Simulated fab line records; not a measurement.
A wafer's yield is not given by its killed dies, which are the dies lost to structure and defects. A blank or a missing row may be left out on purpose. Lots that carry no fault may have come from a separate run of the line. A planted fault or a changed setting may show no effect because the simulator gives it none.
fab line records :: flow rit_cmos
record:
  lots: 15
  wafers: 45
  last_day: 7
route steps=202 shown PRETRO@69
lots with no fault: from the same line, run without faults
start_h: hours from the record's first day to the start of the lot's first wafer shown :: wait_h: how many hours have passed since the lot's step before this one :: " same as the row above :: L1.1+2: a row that stands for several wafers :: - no value, or no start given :: * or withheld: withheld :: < > ~ a bound
route shown NAME@n: a module of which the file shows steps, and the number in the route of the first :: usual: the fault-free wafers' mean and standard deviation :: same: alike in all rows :: chamber/n: place in a boat :: sites: per-site readings :: _std_site: standard deviation of those values :: _edge_site: inner sites' mean taken away from outer sites' mean :: radius_mm: for every site, how far away it sits from the centre of the wafer :: mask NAME#n: copy n :: behind: tool/chamber where the wafer was last shaped :: hold: why the lot was held/for how many hours/how that ended :: device: transistor that didn't switch, given as n, p or np :: end of line: the tests these same wafers got at the end of their route :: a step given without rows: its recipe and nothing more :: killed: dies lost to structure and defects at the first sort, not the wafer's yield :: map: shows each die of a wafer: x if killed, . if not, _ if none is there
set.NAME: the run value of the setting; set.NAME@STEP: its run value at that earlier step :: model.NAME: the simulator's own value behind a step, which no gauge read
route steps across a sampled set of lots; one table per step, one row per wafer
== steps ==
step: RIT_PRETRO_DEVELOP_05
recipe:
  resist: NOVOLAK
  develop_time_s: 68
  dev_temp_c: 23
usual:
  chill_plate_temp_C: 22.99/0.11
  develop_time_s: 68/0
lot.wafer: L443.3
tool: litho_track-03
chamber: 0
start_h: 35
wait_h: -
chill_plate_temp_C: 23.02
develop_time_s: 68

lot.wafer: L443.5
tool: litho_track-03
chamber: 0
start_h: 35
wait_h: -
chill_plate_temp_C: 22.99
develop_time_s: 68

lot.wafer: L443.6
tool: litho_track-03
chamber: 0
start_h: 35
wait_h: -
chill_plate_temp_C: 23.00
develop_time_s: 68

lot.wafer: L444.2
tool: litho_track-02
chamber: 0
start_h: 42
wait_h: -
chill_plate_temp_C: 23.05
develop_time_s: 68

lot.wafer: L444.5
tool: litho_track-02
chamber: 0
start_h: 42
wait_h: -
chill_plate_temp_C: 22.98
develop_time_s: 68

lot.wafer: L444.6
tool: litho_track-02
chamber: 0
start_h: 42
wait_h: -
chill_plate_temp_C: 23.01
develop_time_s: 68

lot.wafer: L446.1
tool: litho_track-02
chamber: 0
start_h: 51
wait_h: -
chill_plate_temp_C: 22.97
develop_time_s: 68

lot.wafer: L446.4
tool: litho_track-02
chamber: 0
start_h: 51
wait_h: -
chill_plate_temp_C: 23.11
develop_time_s: 68

lot.wafer: L446.6
tool: litho_track-02
chamber: 0
start_h: 51
wait_h: -
chill_plate_temp_C: 22.95
develop_time_s: 68

lot.wafer: L449.2
tool: litho_track-03
chamber: 0
start_h: 65
wait_h: -
chill_plate_temp_C: 22.88
develop_time_s: 68

lot.wafer: L449.5
tool: litho_track-03
chamber: 0
start_h: 65
wait_h: -
chill_plate_temp_C: 22.82
develop_time_s: 68

lot.wafer: L449.6
tool: litho_track-03
chamber: 0
start_h: 65
wait_h: -
chill_plate_temp_C: 22.67
develop_time_s: 68

lot.wafer: L450.1
tool: litho_track-03
chamber: -
start_h: 70
wait_h: -
chill_plate_temp_C: -
develop_time_s: -

lot.wafer: L450.3
tool: litho_track-03
chamber: -
start_h: 70
wait_h: -
chill_plate_temp_C: -
develop_time_s: -

lot.wafer: L450.4
tool: litho_track-03
chamber: -
start_h: 70
wait_h: -
chill_plate_temp_C: -
develop_time_s: -

lot.wafer: L451.1
tool: litho_track-03
chamber: -
start_h: 75
wait_h: -
chill_plate_temp_C: -
develop_time_s: -

lot.wafer: L451.3
tool: litho_track-03
chamber: -
start_h: 75
wait_h: -
chill_plate_temp_C: -
develop_time_s: -

lot.wafer: L451.5
tool: litho_track-03
chamber: -
start_h: 75
wait_h: -
chill_plate_temp_C: -
develop_time_s: -

lot.wafer: L452.1
tool: litho_track-02
chamber: -
start_h: 81
wait_h: -
chill_plate_temp_C: -
develop_time_s: -

lot.wafer: L452.5
tool: litho_track-02
chamber: -
start_h: 81
wait_h: -
chill_plate_temp_C: -
develop_time_s: -

lot.wafer: L452.6
tool: litho_track-02
chamber: -
start_h: 81
wait_h: -
chill_plate_temp_C: -
develop_time_s: -

lot.wafer: L455.2
tool: litho_track-03
chamber: 0
start_h: 97
wait_h: -
chill_plate_temp_C: 22.97
develop_time_s: 68

lot.wafer: L455.3
tool: litho_track-03
chamber: 0
start_h: 97
wait_h: -
chill_plate_temp_C: 22.98
develop_time_s: 68

lot.wafer: L455.4
tool: litho_track-03
chamber: 0
start_h: 97
wait_h: -
chill_plate_temp_C: 22.93
develop_time_s: 68

lot.wafer: L456.2
tool: litho_track-04
chamber: 0
start_h: 100
wait_h: -
chill_plate_temp_C: 22.91
develop_time_s: 68

lot.wafer: L456.3
tool: litho_track-04
chamber: 0
start_h: 100
wait_h: -
chill_plate_temp_C: 23.06
develop_time_s: 68

lot.wafer: L456.4
tool: litho_track-04
chamber: 0
start_h: 100
wait_h: -
chill_plate_temp_C: 22.95
develop_time_s: 68

lot.wafer: L457.1
tool: litho_track-03
chamber: 0
start_h: 105
wait_h: -
chill_plate_temp_C: 22.96
develop_time_s: 68

lot.wafer: L457.2
tool: litho_track-03
chamber: 0
start_h: 105
wait_h: -
chill_plate_temp_C: 22.88
develop_time_s: 68

lot.wafer: L457.3
tool: litho_track-03
chamber: 0
start_h: 105
wait_h: -
chill_plate_temp_C: 22.81
develop_time_s: 68

lot.wafer: L458.2
tool: litho_track-03
chamber: 0
start_h: 111
wait_h: -
chill_plate_temp_C: 22.88
develop_time_s: 68

lot.wafer: L458.3
tool: litho_track-03
chamber: 0
start_h: 111
wait_h: -
chill_plate_temp_C: 22.99
develop_time_s: 68

lot.wafer: L458.4
tool: litho_track-03
chamber: 0
start_h: 111
wait_h: -
chill_plate_temp_C: 22.94
develop_time_s: 68

lot.wafer: L459.2
tool: litho_track-02
chamber: 0
start_h: 118
wait_h: -
chill_plate_temp_C: 23.11
develop_time_s: 68

lot.wafer: L459.4
tool: litho_track-02
chamber: 0
start_h: 118
wait_h: -
chill_plate_temp_C: 23.03
develop_time_s: 68

lot.wafer: L459.6
tool: litho_track-02
chamber: 0
start_h: 118
wait_h: -
chill_plate_temp_C: 22.95
develop_time_s: 68

lot.wafer: L460.3
tool: litho_track-02
chamber: 0
start_h: 122
wait_h: -
chill_plate_temp_C: 23.19
develop_time_s: 68

lot.wafer: L460.4
tool: litho_track-02
chamber: 0
start_h: 122
wait_h: -
chill_plate_temp_C: 23.01
develop_time_s: 68

lot.wafer: L460.5
tool: litho_track-02
chamber: 0
start_h: 122
wait_h: -
chill_plate_temp_C: 23.02
develop_time_s: 68

lot.wafer: L464.1
tool: litho_track-03
chamber: 0
start_h: 141
wait_h: -
chill_plate_temp_C: 23.00
develop_time_s: 68

lot.wafer: L464.2
tool: litho_track-03
chamber: 0
start_h: 141
wait_h: -
chill_plate_temp_C: 23.04
develop_time_s: 68

lot.wafer: L464.4
tool: litho_track-03
chamber: 0
start_h: 141
wait_h: -
chill_plate_temp_C: 22.82
develop_time_s: 68

lot.wafer: L465.1
tool: litho_track-02
chamber: 0
start_h: 146
wait_h: -
chill_plate_temp_C: 22.92
develop_time_s: 68

lot.wafer: L465.2
tool: litho_track-02
chamber: 0
start_h: 146
wait_h: -
chill_plate_temp_C: 23.07
develop_time_s: 68

lot.wafer: L465.4
tool: litho_track-02
chamber: 0
start_h: 146
wait_h: -
chill_plate_temp_C: 23.00
develop_time_s: 68
== key ==
first_sign:
  step: RIT_PRETRO_DEVELOP_05
  reading: tool_record
  direction: missing
effect none on later readings
met_at RIT_PRETRO_DEVELOP_05
struck_lots L450,L451,L452
sort_left_out L450.1,L450.3,L450.4,L451.1,L451.3,L451.5,L452.1,L452.5,L452.6
tester_left_out L450,L451,L452
onset_between 65 70
fault:
  kind: skipped_step_whole
  tool: litho_track-02,litho_track-03
  chamber: -
  onset_h: 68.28
  steps: RIT_PRETRO_DEVELOP_05
  scope: struck_lots_only
tester_left_out: of these lots the tester's yield and bins aren't shown, on N5 and GAA mostly nor the transistor test; their killed dies are dies lost to structure and defects alone, not to doping, threshold or leakage, so they don't give the yield
sort_left_out: the simulated sort isn't trusted on such a fault, so these wafers' sort isn't shown, and their yield isn't known
